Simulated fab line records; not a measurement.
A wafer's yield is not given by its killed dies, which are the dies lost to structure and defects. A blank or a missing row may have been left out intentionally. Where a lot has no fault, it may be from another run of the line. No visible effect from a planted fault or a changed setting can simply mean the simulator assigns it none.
Problem report, 8D (eight disciplines) form, completed by code    flow berkeleyCmos170    the parts of the form that need people (team, actions taken, sign-off) are left out

1. WHAT IS WRONG
Wafers free of any fault read 75.7 ohm/sq (standard deviation 0.33) for PSD_RS at UCB170_SDANNEAL_RS_MEAS_02, against a mean of 78.0 ohm/sq on 6 wafers of 2 lots. Relative to the usual mean, that is a shift of +7.0 standard deviations.
The step: measures by four-point-probe.
Seen first at day 8 10:41 on filmMetro-03, wafer L203.3. Wafers with a number at this step in the record: 42, from 14 lots. By rule, "out" or "out of limits" means more than 4 standard deviations away from the usual mean. The rest of the wafers with a number are treated as sound.

2. WHAT IT IS AND WHAT IT IS NOT
question                     is                      is not
which readings at this step  PSD_RS                  -
which lots                   L203, L206              L196, L199, L201, L202, L204, L209, L210, L213, L214, L217, L218, L219
which wafers of those lots   all that have a number  -
read on which gauges         filmMetro-03            filmMetro-02, filmMetro-04
when                         from day 8 10:41        up to then (12 sound wafers); but 24 sound wafers of L204, L209, L210, L213, L214, L217, L218, L219 came after

3. WHAT RULES OUT EACH SUSPECT
Counting: a tool stays on the suspect list if, at a process step up to the reading, it processed all lots that are out and no sound lot following the first of them.
- the gauge at UCB170_SDANNEAL_RS_MEAS_02 is ruled out. All the wafers that are out were read on filmMetro-03, but those of them that UCB170_PSD_IMPLANT_08 has rows for are out there too, on other tools.
- implanter-04 at UCB170_PSD_IMPLANT_08: kept. It processed each lot that is out, first L203 at day 8 07:03, and no sound lot thereafter; up to then, the last sound lot it processed was L202 at day 7 17:48. On those wafers its own readings are out: beamEnergyKeV.
The count leaves implanter-04 at UCB170_PSD_IMPLANT_08.

4. THE CAUSE (what the simulator had put in)
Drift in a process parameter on implanter-04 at UCB170_PSD_IMPLANT_08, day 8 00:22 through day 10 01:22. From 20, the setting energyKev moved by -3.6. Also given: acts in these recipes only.
The count eliminated every tool but this one.

5. SEQUENCE OF EFFECTS, ordered by route
Rows list readings where the struck wafers' mean (over those with a number) sits beyond 3 standard deviations from the usual. Readings are gone through only where the record gives a usual standard deviation; hours: the median, over the lots, of the time from a lot's start at the first step in this table giving one to that lot's start at this step; sigmas: the change measured in usual standard deviations.
hours  step                        reading               usual        on struck wafers  change  sigmas
0      UCB170_PSD_IMPLANT_08       beamEnergyKeV         19.999       16.395            -3.604  -99 or more
0      UCB170_PSD_STRIP_09         oesProductAu          0.600 a.u.   0.619             +0.019  +4.5
0      UCB170_PSD_STRIP_09         stripTimeToEndpointS  29.38 s      27.85             -1.53   -21
0      UCB170_PSD_TW_MEAS_10       PSD_TW                2352         2232              -120    -3.4
5      UCB170_SDANNEAL_RS_MEAS_02  PSD_RS                75.7 ohm/sq  78.0              +2.3    +7.0
The process steps in it:
- UCB170_PSD_IMPLANT_08
- UCB170_PSD_STRIP_09: strips in O2.

6. HOW IT WOULD HAVE BEEN CAUGHT EARLIER
10 hours passed between the start of the fault at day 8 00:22 and the first reading out of limits at a measuring or inspecting step in this record, taken at day 8 10:41.
Tool's own readings at UCB170_PSD_IMPLANT_08, beamEnergyKeV: out on all struck wafers the step has rows for; an alarm limit on them would have tripped on the first.
The start of UCB170_PSD_IMPLANT_08 on implanter-04 came by day 8 10:41 for every one of the lots that are out (2). A hold on the tool at that time would have spared none of them.
